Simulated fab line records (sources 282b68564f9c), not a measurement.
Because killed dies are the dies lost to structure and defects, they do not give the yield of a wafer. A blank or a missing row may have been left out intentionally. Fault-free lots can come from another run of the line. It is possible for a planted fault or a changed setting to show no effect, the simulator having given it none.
Split-lot study || flow ritCmos || 5 lots, 23 wafers read, on a route of 202 steps

## ON THE SPLIT
At RIT_CONTACT_CVD_00 (deposits SiO2 from TEOS, target thk 400 nm, time 61 s), the setting timeS was moved away from the recipe's 61 s on 8 of the 23 wafers read, by -8.4% to +13.3%. This setting was run at the recipe's value on the other wafers.

No step appears in the file between the split and the reading.

## THE READING
At RIT_CONTACT_THK_MEAS_01: CONTACT_TEOS_THK, given in nm. Typical for fault-free wafers on this fab line: 399 nm, with standard deviation 4.6 nm.

{"wafer": "L075.1", "tool, chamber at the split": "pecvd-01, 1", "timeS as run, s": 56.79, "against the recipe": "-6.9%", "CONTACT_TEOS_THK, nm": 371, "against lot-mates on the recipe": -34}
{"wafer": "L075.2", "tool, chamber at the split": "pecvd-01, 0", "timeS as run, s": 56.79, "against the recipe": "-6.9%", "CONTACT_TEOS_THK, nm": 370, "against lot-mates on the recipe": -34}
{"wafer": "L075.3", "tool, chamber at the split": "pecvd-01, 2", "timeS as run, s": 56.79, "against the recipe": "-6.9%", "CONTACT_TEOS_THK, nm": 368, "against lot-mates on the recipe": -36}
{"wafer": "L075.4", "tool, chamber at the split": "pecvd-01, 1", "timeS as run, s": 61, "against the recipe": "recipe", "CONTACT_TEOS_THK, nm": 405, "against lot-mates on the recipe": "-"}
{"wafer": "L075.5", "tool, chamber at the split": "pecvd-01, 2", "timeS as run, s": 61, "against the recipe": "recipe", "CONTACT_TEOS_THK, nm": 404, "against lot-mates on the recipe": "-"}
{"wafer": "L076.1", "tool, chamber at the split": "pecvd-03, 1", "timeS as run, s": 61, "against the recipe": "recipe", "CONTACT_TEOS_THK, nm": 390, "against lot-mates on the recipe": "-"}
{"wafer": "L076.3", "tool, chamber at the split": "pecvd-03, 0", "timeS as run, s": 61, "against the recipe": "recipe", "CONTACT_TEOS_THK, nm": 393, "against lot-mates on the recipe": "-"}
{"wafer": "L076.4", "tool, chamber at the split": "pecvd-03, 0", "timeS as run, s": 61, "against the recipe": "recipe", "CONTACT_TEOS_THK, nm": 395, "against lot-mates on the recipe": "-"}
{"wafer": "L076.5", "tool, chamber at the split": "pecvd-03, 1", "timeS as run, s": 61, "against the recipe": "recipe", "CONTACT_TEOS_THK, nm": 396, "against lot-mates on the recipe": "-"}
{"wafer": "L076.6", "tool, chamber at the split": "pecvd-03, 2", "timeS as run, s": 61, "against the recipe": "recipe", "CONTACT_TEOS_THK, nm": 398, "against lot-mates on the recipe": "-"}
{"wafer": "L079.1", "tool, chamber at the split": "pecvd-03, 1", "timeS as run, s": 61, "against the recipe": "recipe", "CONTACT_TEOS_THK, nm": 393, "against lot-mates on the recipe": "-"}
{"wafer": "L079.3", "tool, chamber at the split": "pecvd-03, 0", "timeS as run, s": 55.89, "against the recipe": "-8.4%", "CONTACT_TEOS_THK, nm": 357, "against lot-mates on the recipe": -41}
{"wafer": "L079.4", "tool, chamber at the split": "pecvd-03, 1", "timeS as run, s": 55.89, "against the recipe": "-8.4%", "CONTACT_TEOS_THK, nm": 371, "against lot-mates on the recipe": -27}
{"wafer": "L079.5", "tool, chamber at the split": "pecvd-03, 0", "timeS as run, s": 55.89, "against the recipe": "-8.4%", "CONTACT_TEOS_THK, nm": 370, "against lot-mates on the recipe": -28}
{"wafer": "L079.6", "tool, chamber at the split": "pecvd-03, 2", "timeS as run, s": 61, "against the recipe": "recipe", "CONTACT_TEOS_THK, nm": 403, "against lot-mates on the recipe": "-"}
{"wafer": "L080.3", "tool, chamber at the split": "pecvd-04, 0", "timeS as run, s": 61, "against the recipe": "recipe", "CONTACT_TEOS_THK, nm": 394, "against lot-mates on the recipe": "-"}
{"wafer": "L080.4", "tool, chamber at the split": "pecvd-04, 0", "timeS as run, s": 61, "against the recipe": "recipe", "CONTACT_TEOS_THK, nm": 402, "against lot-mates on the recipe": "-"}
{"wafer": "L080.6", "tool, chamber at the split": "pecvd-04, 2", "timeS as run, s": 61, "against the recipe": "recipe", "CONTACT_TEOS_THK, nm": 397, "against lot-mates on the recipe": "-"}
{"wafer": "L083.1", "tool, chamber at the split": "pecvd-04, 2", "timeS as run, s": 69.12, "against the recipe": "+13.3%", "CONTACT_TEOS_THK, nm": 445, "against lot-mates on the recipe": "+47"}
{"wafer": "L083.3", "tool, chamber at the split": "pecvd-04, 1", "timeS as run, s": 61, "against the recipe": "recipe", "CONTACT_TEOS_THK, nm": 396, "against lot-mates on the recipe": "-"}
{"wafer": "L083.4", "tool, chamber at the split": "pecvd-04, 2", "timeS as run, s": 61, "against the recipe": "recipe", "CONTACT_TEOS_THK, nm": 399, "against lot-mates on the recipe": "-"}
{"wafer": "L083.5", "tool, chamber at the split": "pecvd-04, 0", "timeS as run, s": 61, "against the recipe": "recipe", "CONTACT_TEOS_THK, nm": 400, "against lot-mates on the recipe": "-"}
{"wafer": "L083.6", "tool, chamber at the split": "pecvd-04, 1", "timeS as run, s": 69.12, "against the recipe": "+13.3%", "CONTACT_TEOS_THK, nm": 455, "against lot-mates on the recipe": "+57"}

FIT RESULTS
A straight line over all 23 wafers: CONTACT_TEOS_THK changes by +3.91 nm for each +1% of timeS; r = +0.98; the points scatter about the line by 4.7 nm.
The same after taking each lot's own level away (the mean of its wafers on the recipe; 23 wafers): +4.08 nm for each +1%; r = +0.98; scatter 4.6 nm.
The reading moves by 54 nm for the largest change in timeS, on that fit.
Measured against the standard deviation above, the lots' own levels, which go from 394.4 to 404.5 nm, span 2.2 times it.
So the lot-to-lot level changes the slope little: the two slopes agree.
Check: +56.8 nm against its lot-mates is what the line predicts for one of the wafers moved furthest among these (+13.3%) when that wafer is left out of the fit. It came out at +46.7 nm against them.

## ADDITIONAL SPLITS CARRIED BY THESE WAFERS
Other splits were also applied to these wafers ahead of the reading. Each is held against what the fit with the lots' levels taken away leaves over:
{"other split on the same wafers": "RIT_GATE_DEVELOP_15 developTimeS", "wafers away from the commonest value": 10, "r with CONTACT_TEOS_THK (lot level and that fit taken away)": "+0.02"}
{"other split on the same wafers": "RIT_NLDD_IMPLANT_08 energyKev", "wafers away from the commonest value": 8, "r with CONTACT_TEOS_THK (lot level and that fit taken away)": -0.14}
{"other split on the same wafers": "RIT_PLDD_HARDBAKE_07 tempC", "wafers away from the commonest value": 10, "r with CONTACT_TEOS_THK (lot level and that fit taken away)": -0.06}
{"other split on the same wafers": "RIT_NSD_COAT_01 spinRpm", "wafers away from the commonest value": 7, "r with CONTACT_TEOS_THK (lot level and that fit taken away)": "+0.29"}
{"other split on the same wafers": "RIT_NSD_IMPLANT_08 energyKev", "wafers away from the commonest value": 11, "r with CONTACT_TEOS_THK (lot level and that fit taken away)": "+0.34"}
{"other split on the same wafers": "RIT_PSD_IMPLANT_08 doseCm2", "wafers away from the commonest value": 8, "r with CONTACT_TEOS_THK (lot level and that fit taken away)": "+0.20"}
{"other split on the same wafers": "RIT_SILICIDE_SPUTTER_01 timeS", "wafers away from the commonest value": 4, "r with CONTACT_TEOS_THK (lot level and that fit taken away)": "+0.05"}

## THE WHOLE CHAIN: every reading that the file lists as answering this split, in the file's order
{"step": "RIT_CONTACT_CVD_00", "what it does": "deposits SiO2 from TEOS, target thk 400 nm, time 61 s", "reading": "SiO2_of_CONTACT_CVD_00.thkNm (the simulator's own value, which no gauge read)", "change (the file's fit)": "+4.03 nm for each +1% of the setting", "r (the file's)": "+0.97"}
{"step": "RIT_CONTACT_THK_MEAS_01", "what it does": "", "reading": "CONTACT_TEOS_THK", "change (the file's fit)": "+4.08 for each +1% of the setting", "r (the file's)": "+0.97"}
{"step": "RIT_CONTACT_ETCH_11", "what it does": "etches SiO2 in CHF3/CF4/Ar, stops on TiSi2, target depth 480 nm, time 320 s", "reading": "CONTACT.featureDepthNm (the simulator's own value, which no gauge read)", "change (the file's fit)": "+4.09 nm for each +1% of the setting", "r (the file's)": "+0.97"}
{"step": "RIT_CONTACT_ETCH_11", "what it does": "etches SiO2 in CHF3/CF4/Ar, stops on TiSi2, target depth 480 nm, time 320 s", "reading": "etch.depthNm (the simulator's own value, which no gauge read)", "change (the file's fit)": "+4.03 nm for each +1% of the setting", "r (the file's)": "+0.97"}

## FILE'S OWN FIT
CONTACT_TEOS_THK changes by +4.08 nm for each +1% of timeS, r = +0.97.
